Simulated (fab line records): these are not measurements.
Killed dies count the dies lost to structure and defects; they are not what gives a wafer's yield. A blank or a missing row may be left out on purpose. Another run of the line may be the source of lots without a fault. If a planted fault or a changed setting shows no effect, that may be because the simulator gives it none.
The tool behind it: which one?	flow rit cmos	14 lots with 42 wafers sampled at 2 steps, on a route of 202 steps

== WHAT THE GAUGES READ, wafer by wafer ==
Not one reading of a measure or inspect step in the record can be checked against a usual standard deviation.

== TOOL THAT RAN EACH LOT (tool first, then ch and the chambers of the sampled wafers, then the start) ==
lot	RIT_SPACER_ETCHBACK_05	RIT_M1_PROBE_99
L185	rie diel-01 ch 1,2,3, day 3 00:11	prober-01, day 3 11:16
L186	rie diel-04 ch 1,2, day 3 06:07	prober-01, day 3 17:13
L187	rie diel-04 ch 0,1,2, day 3 10:27	prober-01, day 3 21:17
L189	rie diel-04 ch 0,2, day 3 20:39	prober-01, day 4 07:58
L190	rie diel-01 ch 1,2,3, day 4 00:22	prober-02, day 4 11:37
L193	rie diel-01 ch 0,1,2, day 4 18:17	prober-01, day 5 05:48
L194	rie diel-04 ch 0,1,2, day 4 23:46	prober-02, day 5 11:13
L195	rie diel-01 ch 1,3, day 5 02:26	prober-02, day 5 13:56
L197	rie diel-04 ch 2,3, day 5 15:17	prober-02, day 6 03:02
L202	rie diel-01 ch 0,1,2, day 6 17:00	prober-01, day 7 03:58
L204	rie diel-01 ch 0,2,3, day 6 21:58	prober-01, day 7 09:07
L206	rie diel-03 ch 1,2, day 7 10:47	prober-01, day 7 22:05
L207	rie diel-01 ch 0,2, day 7 14:50	prober-02, day 8 02:18
L208	rie diel-03 ch 0,3, day 7 22:38	prober-01, day 8 09:50
- RIT_SPACER_ETCHBACK_05: etches Si3N4 in SF6/CHF3, stops on SiO2, target depth 250 nm, time 240 s.
- RIT_M1_PROBE_99

== AS READ BY THE TOOLS THEMSELVES (means over the sampled wafers that have a number; for cases with no such wafer, the mark the record gives instead) ==
RIT_SPACER_ETCHBACK_05. Usual: drypump motor current A 5.9 A, standard deviation 0.42; oes product au 0.843 a.u., standard deviation 0.017; run length s 268.4 s, standard deviation 0.48; throttle valve pct 10.25 %, standard deviation 0.13.
lot	tool	drypump motor current A (A)	oes product au (a.u.)	run length s (s)	throttle valve pct (%)	flag
L185	rie diel-01	5.8	0.846	268.2	10.38	
L186	rie diel-04	6.2	0.848	268.3	10.16	
L187	rie diel-04	6.2	0.846	268.4	10.18	
L189	rie diel-04	6.3	0.837	268.6	10.15	
L190	rie diel-01	5.7	0.843	268.4	10.37	
L193	rie diel-01	5.6	0.829	268.2	10.22	
L194	rie diel-04	6.2	0.895	236.4	10.20	OFF
L195	rie diel-01	5.7	0.845	268.7	10.52	
L197	rie diel-04	6.1	0.936	204.3	10.21	OFF
L202	rie diel-01	5.6	0.839	268.1	10.24	
L204	rie diel-01	6.0	0.857	268.9	10.32	
L206	rie diel-03	5.9	0.834	268.8	10.24	
L207	rie diel-01	6.0	0.835	268.3	10.18	
L208	rie diel-03	5.1	0.856	268.7	10.18	

RIT_M1_PROBE_99. Usual: value, then standard deviation, for each; killed_at_M0_to_M3 0.0 / 0.12; killed at contacts 0.1 / 0.25; killed at front end 6.3 / 2.9; killed dies 6.4 / 2.8; killed on rim 1.7 / 1.4; killed open 3.3 / 2; killed short 3.1 / 2.
lot	tool	killed_at_M0_to_M3	killed at contacts	killed at front end	killed dies	killed on rim	killed open	killed short	flag
L185	prober-01	0.0	0.0	10.0	10.0	2.3	6.3	3.7	
L186	prober-01	0.0	0.0	5.3	5.3	0.3	3.3	2.0	
L187	prober-01	0.0	0.3	6.0	6.3	1.3	3.7	2.7	
L189	prober-01	0.0	0.0	3.3	3.3	1.3	1.7	1.7	
L190	prober-02	0.0	0.0	6.3	6.3	1.0	1.3	5.0	
L193	prober-01	0.0	0.3	9.7	10.0	2.3	5.3	4.7	
L194	prober-02	0.0	0.0	91.0	91.0	24.3	3.0	1.7	OFF
L195	prober-02	0.0	0.0	6.0	6.0	1.7	3.3	2.7	
L197	prober-02	0.0	0.0	177.3	177.3	47.7	4.0	3.7	OFF
L202	prober-01	0.0	0.3	6.7	7.0	2.7	3.0	4.0	
L204	prober-01	0.0	0.0	6.3	6.3	1.3	3.3	3.0	
L206	prober-01	0.0	0.0	4.7	4.7	1.0	2.0	2.7	
L207	prober-02	0.0	0.0	6.0	6.0	2.0	3.7	2.3	
L208	prober-01	0.3	0.0	7.3	7.7	3.0	3.7	4.0	

== THE ANSWER, worked out from the rows above alone ==
Rule: take the mean of a lot's wafers that have a number; if it is more than 3 standard deviations from the usual mean, the lot is off. Also off: a lot with no number at a reading for which 4 or more lots have one. The other lots that the step has rows for count as sound. First the gauges in route order, then the tools' own readings, where a lot's mean is used as printed above. At the first step where some lot is off, the reading lying furthest off is the one used; lots without a number count as furthest.
Off at RIT_SPACER_ETCHBACK_05 (run length s): L194, L197.
If a tool, at that step or one of the process steps before it, ran each lot that is off and ran no sound lot following the first of them, it fits. One candidate fits, namely rie diel-04 at RIT_SPACER_ETCHBACK_05. Its last sound lot is L189 (day 3 20:39), its first lot that is off L194 (day 4 23:46): a fault that began between those two fits.
The tool's own readings at RIT_SPACER_ETCHBACK_05 bear it out: on the lots that are off they differ by more than 5 times the standard deviation of the sound lots' means. oes product au reads 0.915 a.u. there against 0.843 a.u. on the sound lots; run length s reads 220.4 s there against 268.5 s on the sound lots.

== WHAT WAS PUT IN BY THE SIMULATOR ==
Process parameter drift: rie diel-04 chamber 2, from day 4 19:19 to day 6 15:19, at RIT_SPACER_ETCHBACK_05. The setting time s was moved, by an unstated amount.
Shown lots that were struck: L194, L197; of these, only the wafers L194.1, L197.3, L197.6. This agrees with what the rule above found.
